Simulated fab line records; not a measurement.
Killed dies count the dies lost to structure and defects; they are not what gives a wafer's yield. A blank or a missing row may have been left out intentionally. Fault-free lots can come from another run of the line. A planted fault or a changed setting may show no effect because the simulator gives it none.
Split-lot study	flow berkeley_cmos170	on a route of 331 steps: 5 lots, 23 wafers read

== ON THE SPLIT ==
At UCB170_START_OXIDATION_02 (target thk 20 nm, ox time 1800 s), the setting ox_time_s was moved away from the recipe's 1800 s on 15 of the 23 wafers read, by -7.8% to +12.1%. All remaining wafers had this setting at the recipe value.

The file shows no step between the split and the reading.

== THE READING ==
START_OXIDE_THK at UCB170_START_THK_MEAS_03, in nm. Typical for fault-free wafers on this fab line: 20.1 nm, with standard deviation 0.35 nm.

wafer	tool, chamber at the split	ox_time_s as run, s	against the recipe	START_OXIDE_THK, nm	against lot-mates on the recipe
L074.1	furnace-01, 0	1800	recipe	20.7	-
L074.5	furnace-01, 0	1800	recipe	20.3	-
L074.6	furnace-01, 0	1800	recipe	20.6	-
L076.1	-, -	1800	recipe	20.3	-
L076.2	-, -	1800	recipe	20.3	-
L076.3	-, -	1800	recipe	20.2	-
L076.4	-, -	1800	recipe	20.3	-
L076.6	-, -	1800	recipe	20.2	-
L077.1	-, -	2001	+11.2%	21.3	no lot-mate on the recipe
L077.2	-, -	2001	+11.2%	21.3	no lot-mate on the recipe
L077.3	-, -	2001	+11.2%	21.1	no lot-mate on the recipe
L077.4	-, -	2001	+11.2%	21.3	no lot-mate on the recipe
L077.6	-, -	2001	+11.2%	21.5	no lot-mate on the recipe
L078.1	-, -	2018	+12.1%	21.6	no lot-mate on the recipe
L078.2	-, -	2018	+12.1%	21.6	no lot-mate on the recipe
L078.3	-, -	2018	+12.1%	21.4	no lot-mate on the recipe
L078.4	-, -	2018	+12.1%	21.4	no lot-mate on the recipe
L078.5	-, -	2018	+12.1%	21.6	no lot-mate on the recipe
L079.1	-, -	1659	-7.8%	19.2	no lot-mate on the recipe
L079.3	-, -	1659	-7.8%	19.5	no lot-mate on the recipe
L079.4	-, -	1659	-7.8%	19.5	no lot-mate on the recipe
L079.5	-, -	1659	-7.8%	19.4	no lot-mate on the recipe
L079.6	-, -	1659	-7.8%	19.3	no lot-mate on the recipe

THE FIT
A straight line over all 23 wafers: START_OXIDE_THK changes by +0.101 nm for each +1% of ox_time_s; r = +0.98; the points scatter about the line by 0.17 nm.
Too few moved wafers with a lot-mate on the recipe to fit a line net of each lot's own level.

== THE WHOLE CHAIN: every reading that the file lists as answering this split, in the file's order ==
step	what it does	reading	change (the file's fit)	r (the file's)
UCB170_START_OXIDATION_02	target thk 20 nm, ox time 1800 s	SiO2_of_START_OXIDATION_02.thk_nm (the simulator's own value, which no gauge read)	+0.101 nm for each +1% of the setting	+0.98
UCB170_START_THK_MEAS_03		START_OXIDE_THK	+0.102 for each +1% of the setting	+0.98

== FILE'S OWN FIT ==
START_OXIDE_THK changes by +0.102 nm for each +1% of ox_time_s, r = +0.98.
